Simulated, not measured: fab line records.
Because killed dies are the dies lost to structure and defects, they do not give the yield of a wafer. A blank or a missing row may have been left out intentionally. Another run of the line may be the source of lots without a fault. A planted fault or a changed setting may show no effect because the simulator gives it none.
Comparing a struck lot with a sound one ; flow berkeleyCmos170 ; 15 steps out of a route of 331
Sound: the wafers L687.1, L687.2, L687.3. Struck: wafers L691.1, L691.2, L691.5. The cause is named last.
Per side, at each step with rows, come the tool, then ch with its chambers, and then its first start. Under that, the readings that differ: sound wafers ; struck wafers ; difference of the means ; sigmas: that difference in standard deviations of wafers without a fault.
alike: readings with means less than 2 such deviations apart, plus words and numbers identical on both sides. not compared: withheld readings, readings lacking a value on some wafer, bounds such as >300 that could conceal the same value, and numbers that have no deviation in the record and whose values overlap.
The two part at a step that has a row with sigmas, a row that says differs or no value, or rows on one side only. Numbers that don't overlap but have no deviation are shown without sigmas and don't part them. A reading missing from all wafers of one side parts the sides only when that side holds two or more wafers.

first, 1 step without rows for these wafers: UCB170_PLDD_IMPLANT_09.
UCB170_PLDD_STRIP_10: strips in O2.
  sound on plasmaAsher-03 ch 0,1, day 8 09:46; struck on plasmaAsher-04 ch 0,1, day 9 01:10
  alike: chamberPressureMTorr, drypumpMotorCurrentA, oesProductAu, stripTimeToEndpointS
  not compared: rfHoursCounterH
UCB170_PLDD_TW_MEAS_11:
  sound: filmMetro-02 at day 8 09:52; struck: filmMetro-02 at day 9 01:16
  alike: PLDD_TW
then, 7 steps without rows for these wafers: UCB170_PLDD_CLEAN_12 (cleans in SPM, time 600 s); UCB170_NLDD_HMDS_00 (prime time 60 s); UCB170_NLDD_COAT_01 (resist thk 900 nm); UCB170_NLDD_SOFTBAKE_02 (time 60 s); UCB170_NLDD_EXPOSE_03 (exposes mask NSELECT, target cd 1200 nm); UCB170_NLDD_PEB_04; UCB170_NLDD_DEVELOP_05 (develop time 45 s).
UCB170_NLDD_CD_MEAS_06 targets a cd of 1200 nm.
  sound: cdSem-01 at day 8 11:14; struck: cdSem-02 at day 9 03:22
  alike: cdNm
UCB170_NLDD_OVL_MEAS_07:
  sound: overlay-01 at day 8 11:22; struck: overlay-01 at day 9 03:29
  alike: NLDD_OVL
UCB170_NLDD_IMPLANT_08:
  sound on implanter-04 ch 0, day 8 11:23; struck on implanter-03 ch 0, day 9 03:31
reading;sound;struck;difference;sigmas
beamEnergyKeV;29.996 29.990 30.008;29.419 29.420 29.413;-0.581;-69
model.implant.drpNm (nm);9.611 9.611 9.611;9.476 9.476 9.476;-0.135;
following that, these wafers have no rows for 1 step: UCB170_NLDD_IMPLANT_09.
UCB170_M3_PROBE_99:
  rows exist in the record for the sound wafers here (prober-02, day 10 05:27), none for the struck ones

## WHERE THEY PART
First at UCB170_NLDD_IMPLANT_08; last, within this record, at UCB170_M3_PROBE_99.

WHY: the cause the simulator had injected
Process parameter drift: implanter-03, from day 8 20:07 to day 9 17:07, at UCB170_NLDD_IMPLANT_08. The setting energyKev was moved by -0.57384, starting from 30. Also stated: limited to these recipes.
